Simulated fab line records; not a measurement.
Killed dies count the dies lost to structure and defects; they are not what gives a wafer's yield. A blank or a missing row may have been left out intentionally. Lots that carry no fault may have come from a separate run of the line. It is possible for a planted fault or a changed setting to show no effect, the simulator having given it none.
Which of the tools did it? / flow berkeleyCmos170 / 14 lots with 42 wafers sampled at 4 steps, on a route of 331 steps

## WHAT THE GAUGES SHOWED, per wafer
UCB170_V2_THK_MEAS_01. Usual: V2_TEOS_THK gives 2011 nm (standard deviation 26).
lot=L641; measured=day 8 08:11; on=filmMetro-03; V2_TEOS_THK (nm)=1990 2000 2004; flag=
lot=L642; measured=day 8 15:20; on=filmMetro-03; V2_TEOS_THK (nm)=2023 2000 2010; flag=
lot=L646; measured=day 9 15:26; on=filmMetro-03; V2_TEOS_THK (nm)=1984 2008 2015; flag=
lot=L647; measured=day 9 15:20; on=filmMetro-04; V2_TEOS_THK (nm)=1990 2028 2013; flag=
lot=L648; measured=day 9 14:47; on=filmMetro-04; V2_TEOS_THK (nm)=1970 1977 1994; flag=
lot=L650; measured=day 10 01:28; on=filmMetro-03; V2_TEOS_THK (nm)=2001 2002 2014; flag=
lot=L652; measured=day 10 11:38; on=filmMetro-03; V2_TEOS_THK (nm)=1977 1951 2006; flag=
lot=L653; measured=day 11 00:31; on=filmMetro-02; V2_TEOS_THK (nm)=2006 2045 2020; flag=
lot=L654; measured=day 10 23:02; on=filmMetro-03; V2_TEOS_THK (nm)=2014 2046 2014; flag=
lot=L656; measured=day 11 13:05; on=filmMetro-02; V2_TEOS_THK (nm)=2030 1998 2038; flag=
lot=L657; measured=day 11 11:25; on=filmMetro-04; V2_TEOS_THK (nm)=2033 2054 2050; flag=
lot=L660; measured=day 12 06:49; on=filmMetro-04; V2_TEOS_THK (nm)=1964 1985 2001; flag=
lot=L661; measured=day 12 06:57; on=filmMetro-03; V2_TEOS_THK (nm)=1973 1996 1975; flag=
lot=L664; measured=day 13 07:52; on=filmMetro-04; V2_TEOS_THK (nm)=2018 2022 2038; flag=

## WHAT TOOL EACH LOT RAN ON (gives the tool, then ch and the chambers of the sampled wafers, and finally the start)
lot=L641; UCB170_NWELL_STRIP_15=plasmaAsher-03 ch 0,1, day 2 17:11; UCB170_CONTACT_COAT_09=lithoTrack-04 ch 0, day 7 21:31; UCB170_V2_CVD_00=pecvd-04 ch 0,1, day 8 08:01
lot=L642; UCB170_NWELL_STRIP_15=plasmaAsher-03 ch 0,1, day 2 17:55; UCB170_CONTACT_COAT_09=lithoTrack-04 ch 0, day 8 02:27; UCB170_V2_CVD_00=pecvd-03 ch 1,2, day 8 15:11
lot=L646; UCB170_NWELL_STRIP_15=plasmaAsher-02 ch 0,1, day 3 14:02; UCB170_CONTACT_COAT_09=lithoTrack-03 ch 0, day 9 04:11; UCB170_V2_CVD_00=pecvd-04 ch 0,1,2, day 9 15:16
lot=L647; UCB170_NWELL_STRIP_15=plasmaAsher-01 ch 0,1, day 3 19:40; UCB170_CONTACT_COAT_09=lithoTrack-04 ch 0, day 9 02:14; UCB170_V2_CVD_00=pecvd-01 ch 0,1, day 9 15:10
lot=L648; UCB170_NWELL_STRIP_15=plasmaAsher-03 ch 0,1, day 4 00:27; UCB170_CONTACT_COAT_09=lithoTrack-01 ch 0, day 9 01:46; UCB170_V2_CVD_00=pecvd-03 ch 0,1, day 9 14:38
lot=L650; UCB170_NWELL_STRIP_15=plasmaAsher-03 ch 0,1, day 4 08:19; UCB170_CONTACT_COAT_09=lithoTrack-03 ch 0, day 9 12:37; UCB170_V2_CVD_00=pecvd-01 ch 0,2, day 10 01:19
lot=L652; UCB170_NWELL_STRIP_15=plasmaAsher-02 ch 0,1, day 4 18:41; UCB170_CONTACT_COAT_09=lithoTrack-03 ch 0, day 10 00:20; UCB170_V2_CVD_00=pecvd-03 ch 0,1,2, day 10 11:28
lot=L653; UCB170_NWELL_STRIP_15=plasmaAsher-02 ch 1, day 4 23:29; UCB170_CONTACT_COAT_09=lithoTrack-01 ch 0, day 10 12:41; UCB170_V2_CVD_00=pecvd-04 ch 0,1, day 11 00:21
lot=L654; UCB170_NWELL_STRIP_15=plasmaAsher-03 ch 0, day 5 04:20; UCB170_CONTACT_COAT_09=lithoTrack-04 ch 0, day 10 12:40; UCB170_V2_CVD_00=pecvd-01 ch 0,2, day 10 22:52
lot=L656; UCB170_NWELL_STRIP_15=plasmaAsher-02 ch 0,1, day 5 12:08; UCB170_CONTACT_COAT_09=lithoTrack-04 ch 0, day 11 02:06; UCB170_V2_CVD_00=pecvd-01 ch 0,2, day 11 12:56
lot=L657; UCB170_NWELL_STRIP_15=plasmaAsher-02 ch 0,1, day 5 20:05; UCB170_CONTACT_COAT_09=lithoTrack-04 ch 0, day 11 01:13; UCB170_V2_CVD_00=pecvd-04 ch 0,1,2, day 11 11:19
lot=L660; UCB170_NWELL_STRIP_15=plasmaAsher-03 ch 1, day 6 10:39; UCB170_CONTACT_COAT_09=lithoTrack-03 ch 0, day 11 17:06; UCB170_V2_CVD_00=pecvd-03 ch 1,2, day 12 06:38
lot=L661; UCB170_NWELL_STRIP_15=plasmaAsher-02 ch 0,1, day 6 10:53; UCB170_CONTACT_COAT_09=lithoTrack-03 ch 0, day 11 17:32; UCB170_V2_CVD_00=pecvd-04 ch 0,1,2, day 12 06:48
lot=L664; UCB170_NWELL_STRIP_15=plasmaAsher-03 ch 0,1, day 7 09:28; UCB170_CONTACT_COAT_09=lithoTrack-03 ch 0, day 12 20:53; UCB170_V2_CVD_00=pecvd-01 ch 0,1,2, day 13 07:41
- UCB170_NWELL_STRIP_15: strips in O2.
- UCB170_CONTACT_COAT_09
- UCB170_V2_CVD_00: deposits SiO2 from TEOS/O2, target thk 2000 nm, time 250 s.

## WHAT THE TOOLS THEMSELVES READ (means of the sampled wafers that have a number; where no wafer has one, the mark that the record gives instead)
UCB170_NWELL_STRIP_15. Usual: drypumpMotorCurrentA 5.8 A, standard deviation 0.36; oesProductAu 0.722 a.u., standard deviation 0.0048; stripTimeToEndpointS 18.04 s, standard deviation 0.078.
lot=L641; tool=plasmaAsher-03; drypumpMotorCurrentA (A)=6.0; oesProductAu (a.u.)=0.724; stripTimeToEndpointS (s)=18.02; flag=
lot=L642; tool=plasmaAsher-03; drypumpMotorCurrentA (A)=6.2; oesProductAu (a.u.)=0.726; stripTimeToEndpointS (s)=17.91; flag=
lot=L646; tool=plasmaAsher-02; drypumpMotorCurrentA (A)=5.6; oesProductAu (a.u.)=0.724; stripTimeToEndpointS (s)=18.09; flag=
lot=L647; tool=plasmaAsher-01; drypumpMotorCurrentA (A)=5.6; oesProductAu (a.u.)=0.722; stripTimeToEndpointS (s)=17.97; flag=
lot=L648; tool=plasmaAsher-03; drypumpMotorCurrentA (A)=6.2; oesProductAu (a.u.)=0.721; stripTimeToEndpointS (s)=18.07; flag=
lot=L650; tool=plasmaAsher-03; drypumpMotorCurrentA (A)=6.0; oesProductAu (a.u.)=0.723; stripTimeToEndpointS (s)=18.00; flag=
lot=L652; tool=plasmaAsher-02; drypumpMotorCurrentA (A)=5.6; oesProductAu (a.u.)=0.721; stripTimeToEndpointS (s)=18.15; flag=
lot=L653; tool=plasmaAsher-02; drypumpMotorCurrentA (A)=5.4; oesProductAu (a.u.)=0.719; stripTimeToEndpointS (s)=17.99; flag=
lot=L654; tool=plasmaAsher-03; drypumpMotorCurrentA (A)=5.9; oesProductAu (a.u.)=0.721; stripTimeToEndpointS (s)=17.98; flag=
lot=L656; tool=plasmaAsher-02; drypumpMotorCurrentA (A)=5.6; oesProductAu (a.u.)=0.720; stripTimeToEndpointS (s)=18.10; flag=
lot=L657; tool=plasmaAsher-02; drypumpMotorCurrentA (A)=5.5; oesProductAu (a.u.)=0.721; stripTimeToEndpointS (s)=18.03; flag=
lot=L660; tool=plasmaAsher-03; drypumpMotorCurrentA (A)=6.3; oesProductAu (a.u.)=0.719; stripTimeToEndpointS (s)=18.11; flag=
lot=L661; tool=plasmaAsher-02; drypumpMotorCurrentA (A)=5.5; oesProductAu (a.u.)=0.718; stripTimeToEndpointS (s)=18.01; flag=
lot=L664; tool=plasmaAsher-03; drypumpMotorCurrentA (A)=6.2; oesProductAu (a.u.)=0.721; stripTimeToEndpointS (s)=18.07; flag=

UCB170_CONTACT_COAT_09. Usual: spinSpeedRpm 3000.0 rpm, standard deviation 1.6.
lot=L641; tool=lithoTrack-04; spinSpeedRpm (rpm)=3001.5; flag=
lot=L642; tool=lithoTrack-04; spinSpeedRpm (rpm)=2999.0; flag=
lot=L646; tool=lithoTrack-03; spinSpeedRpm (rpm)=3000.7; flag=
lot=L647; tool=lithoTrack-04; spinSpeedRpm (rpm)=2999.6; flag=
lot=L648; tool=lithoTrack-01; spinSpeedRpm (rpm)=3000.6; flag=
lot=L650; tool=lithoTrack-03; spinSpeedRpm (rpm)=3001.9; flag=
lot=L652; tool=lithoTrack-03; spinSpeedRpm (rpm)=3000.3; flag=
lot=L653; tool=lithoTrack-01; spinSpeedRpm (rpm)=3000.3; flag=
lot=L654; tool=lithoTrack-04; spinSpeedRpm (rpm)=2998.3; flag=
lot=L656; tool=lithoTrack-04; spinSpeedRpm (rpm)=2745.2; flag=OFF
lot=L657; tool=lithoTrack-04; spinSpeedRpm (rpm)=2745.3; flag=OFF
lot=L660; tool=lithoTrack-03; spinSpeedRpm (rpm)=3000.1; flag=
lot=L661; tool=lithoTrack-03; spinSpeedRpm (rpm)=2999.3; flag=
lot=L664; tool=lithoTrack-03; spinSpeedRpm (rpm)=2999.4; flag=

UCB170_V2_CVD_00. Usual: heaterPowerW 263 W, standard deviation 59.
lot=L641; tool=pecvd-04; heaterPowerW (W)=268; flag=
lot=L642; tool=pecvd-03; heaterPowerW (W)=265; flag=
lot=L646; tool=pecvd-04; heaterPowerW (W)=262; flag=
lot=L647; tool=pecvd-01; heaterPowerW (W)=263; flag=
lot=L648; tool=pecvd-03; heaterPowerW (W)=231; flag=
lot=L650; tool=pecvd-01; heaterPowerW (W)=267; flag=
lot=L652; tool=pecvd-03; heaterPowerW (W)=260; flag=
lot=L653; tool=pecvd-04; heaterPowerW (W)=268; flag=
lot=L654; tool=pecvd-01; heaterPowerW (W)=238; flag=
lot=L656; tool=pecvd-01; heaterPowerW (W)=272; flag=
lot=L657; tool=pecvd-04; heaterPowerW (W)=272; flag=
lot=L660; tool=pecvd-03; heaterPowerW (W)=249; flag=
lot=L661; tool=pecvd-04; heaterPowerW (W)=310; flag=
lot=L664; tool=pecvd-01; heaterPowerW (W)=264; flag=

## THE ANSWER, worked out from the rows above alone
Rule: take the mean of a lot's wafers that have a number; if it is more than 3 standard deviations from the usual mean, the lot is off. Also off: a lot with no number at a reading for which 4 or more lots have one. The other lots that the step has rows for count as sound. After the gauges, taken in route order, come the tools' own readings; for these a lot's mean is taken, as printed above. The first step at which some lot is off is used, and at that step the reading that is off furthest; a lot without a number counts as furthest.
Off: L656, L657, at UCB170_CONTACT_COAT_09 (spinSpeedRpm).
A tool fits if, at that step or a process step before it, it ran every lot that is off, and no sound lot after the first of them. One candidate fits, namely lithoTrack-04 at UCB170_CONTACT_COAT_09. Its last sound lot is L654 (day 10 12:40), its first lot that is off L657 (day 11 01:13): a fault that began between those two fits.
The tool's own readings at UCB170_CONTACT_COAT_09 bear it out: on the lots that are off they differ by more than 5 times the standard deviation of the sound lots' means. spinSpeedRpm reads 2745.2 rpm there against 3000.1 rpm on the sound lots.

## WHAT WAS PUT IN BY THE SIMULATOR
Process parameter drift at UCB170_CONTACT_COAT_09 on lithoTrack-04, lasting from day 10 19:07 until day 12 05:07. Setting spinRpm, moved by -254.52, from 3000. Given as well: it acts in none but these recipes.
Struck lots among those shown: L657, L656. The same result came from the rule above.
